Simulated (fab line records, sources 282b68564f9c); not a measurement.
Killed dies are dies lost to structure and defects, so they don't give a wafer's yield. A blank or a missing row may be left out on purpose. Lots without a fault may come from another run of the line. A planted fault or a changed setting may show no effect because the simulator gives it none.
Problem report in the 8D (eight disciplines) form, filled by code | flow rit_cmos | the parts of the form that need people (team, actions taken, sign-off) are left out

1. THE PROBLEM
PSD_TW at RIT_PSD_TW_MEAS_10 reads a mean of 2611 on 9 wafers of 3 lots; wafers without a fault read 3429 with a standard deviation of 31. That is -26 standard deviations from the usual mean.
First seen on wafer L612.2, day 6 21:03, on film_metro-02. The record holds 45 wafers of 15 lots with a number at this step. Rule for "out", or "out of limits": more than 4 standard deviations from the usual mean. The other wafers with a number count as sound.

2. WHAT IT IS AND WHAT IT IS NOT
question                    | is                                          | is not
which readings at this step | PSD_TW                                      | -
which lots                  | L612, L614, L615                            | L595, L596, L598, L599, L601, L602, L604, L606, L607, L608, L610, L618
which wafers of those lots  | all that have a number                      | -
read on which gauges        | film_metro-02, film_metro-03, film_metro-04 | -
when                        | from day 6 21:03                            | up to then (33 sound wafers); but 3 sound wafers of L618 came after

3. SUSPECTS, AND WHAT RULES EACH OUT
Counting: a tool at a process step up to the reading stays a suspect if it ran every lot that is out and no sound lot after the first of them.
- the gauge at RIT_PSD_TW_MEAS_10: ruled out. The wafers that are out were read on 3 gauges (film_metro-02, film_metro-03, film_metro-04).
- implanter-01 at RIT_PSD_IMPLANT_08: kept. It ran every lot that is out, first L612 (day 6 20:44), and no sound lot after that; its last sound lot up to then is L610 (day 6 12:18). Its own readings are out on those wafers: dose_ions_cm2, end_station_pressure_torr, faraday_current_uA.
Left after counting: implanter-01 at RIT_PSD_IMPLANT_08.

4. THE CAUSE (what the simulator had put in)
Process parameter drift: implanter-01, from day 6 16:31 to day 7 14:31, at RIT_PSD_IMPLANT_08. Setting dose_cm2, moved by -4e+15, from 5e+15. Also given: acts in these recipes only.
Counting left only this tool.

5. THE CHAIN OF EFFECTS, in route order
Each row: a reading whose mean over the struck wafers that have a number lies more than 3 standard deviations from the usual. Only readings for which the record gives a usual standard deviation are gone through. hours: the time from each lot's start at the first step in this table that gives one to its start at this step, as a median over the lots. sigmas: the change in usual standard deviations.
hours | step                    | reading                   | usual         | on struck wafers | change    | sigmas
0     | RIT_PSD_IMPLANT_08      | beam_on_s                 | 13.8 s        | 10.0             | -3.8      | -3.8
0     | RIT_PSD_IMPLANT_08      | dose_ions_cm2             | 5e+15         | 1e+15            | -4e+15    | -99 or more
0     | RIT_PSD_IMPLANT_08      | end_station_pressure_torr | 1.34e-05 Torr | 7.42e-06         | -5.98e-06 | -6.0
0     | RIT_PSD_IMPLANT_08      | faraday_current_uA        | 11207         | 3136             | -8071     | -10
0     | RIT_PSD_TW_MEAS_10      | PSD_TW                    | 3429          | 2611             | -818      | -26
1     | RIT_SDANNEAL_RS_MEAS_04 | PSD_RS                    | 115.78 ohm/sq | 152.18           | +36.40    | +99 or more
The process steps in it:
- RIT_PSD_IMPLANT_08

6. WHAT WOULD HAVE CAUGHT IT SOONER
In this record the first reading out of limits at a measuring or inspecting step was taken at day 6 21:03, 5 hours after the fault began at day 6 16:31.
The tool's own readings at RIT_PSD_IMPLANT_08 were out on every struck wafer that the step has a row for (dose_ions_cm2, end_station_pressure_torr, faraday_current_uA): an alarm limit on them would have fired on the first of those.
Of the lots that are out (3), L614, L615 began RIT_PSD_IMPLANT_08 on implanter-01 after day 6 21:03. A hold on the tool at that time would have spared those 2.
